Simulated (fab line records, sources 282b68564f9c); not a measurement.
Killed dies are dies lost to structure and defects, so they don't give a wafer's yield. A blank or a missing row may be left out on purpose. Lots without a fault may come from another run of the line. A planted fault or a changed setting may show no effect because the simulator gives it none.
Which tool did it? | flow rit_cmos | 7 lots, 21 wafers sampled, at 3 steps of a route of 202

WHAT THE GAUGES READ, wafer by wafer
RIT_PLDD_OVL_MEAS_06.
lot  | measured    | on         | PLDD_OVL (nm)
L881 | day 3 04:50 | overlay-01 | -1.5 -0.6 -0.8
L883 | day 3 13:32 | overlay-02 | -2.1 -2.3 -3.1
L885 | day 4 01:24 | overlay-02 | -1.6 -2.4 -1.3
L890 | day 5 02:23 | overlay-02 | -3.5 -3.2 -3.3
L895 | day 6 01:59 | overlay-02 | -2.6 -0.8 -2.3
L899 | day 6 19:20 | overlay-02 | 1.3 0.5 1.3
L903 | day 7 15:15 | overlay-02 | -1.0 -0.9 -2.6

WHICH TOOL RAN EACH LOT (tool, then ch and the chambers of the sampled wafers, then the start)
lot  | RIT_NWELL_STRIP_09                  | RIT_GATE_ETCH_19
L881 | plasma_asher-02 ch 0,1, day 2 04:46 | rie_si-01 ch 0,2,3, day 2 21:19
L883 | plasma_asher-02 ch 0,1, day 2 14:54 | rie_si-01 ch 0,3, day 3 06:43
L885 | plasma_asher-04 ch 0,1, day 2 23:13 | rie_si-01 ch 1,2,3, day 3 19:29
L890 | plasma_asher-02 ch 0,1, day 4 01:25 | rie_si-02 ch 0,1,3, day 4 19:49
L895 | plasma_asher-01 ch 0,1, day 5 02:10 | rie_si-01 ch 1,2, day 5 20:03
L899 | plasma_asher-04 ch 0,1, day 5 20:22 | rie_si-01 ch 1,2,3, day 6 12:48
L903 | plasma_asher-04 ch 0,1, day 6 17:37 | rie_si-01 ch 0,1,2, day 7 09:36
- RIT_NWELL_STRIP_09: strips in O2, time 180 s.
- RIT_GATE_ETCH_19: etches poly-Si in SF6/CHF3/O2, stops on SiO2, time 172.7 s, target depth 312.5 nm.

THE ANSWER, worked out from the rows above alone
Rule: what is usual is taken from the lots themselves. Put in order of their means at a reading, lots are off if they are a third of the lots or fewer, leave a main group of 4 or more, and stand apart from it by a gap of 3 or more times the standard deviation of the main group's means; of several such gaps the widest counts. A main group whose means are all the same, to the digits that the tables above print for the reading, isn't used. A lot without any number at a reading at which 4 lots or more have one is off too. The other lots that the step has rows for count as sound.
No lot is off at any reading shown: from this, nothing can be told.

WHAT THE SIMULATOR HAD PUT IN
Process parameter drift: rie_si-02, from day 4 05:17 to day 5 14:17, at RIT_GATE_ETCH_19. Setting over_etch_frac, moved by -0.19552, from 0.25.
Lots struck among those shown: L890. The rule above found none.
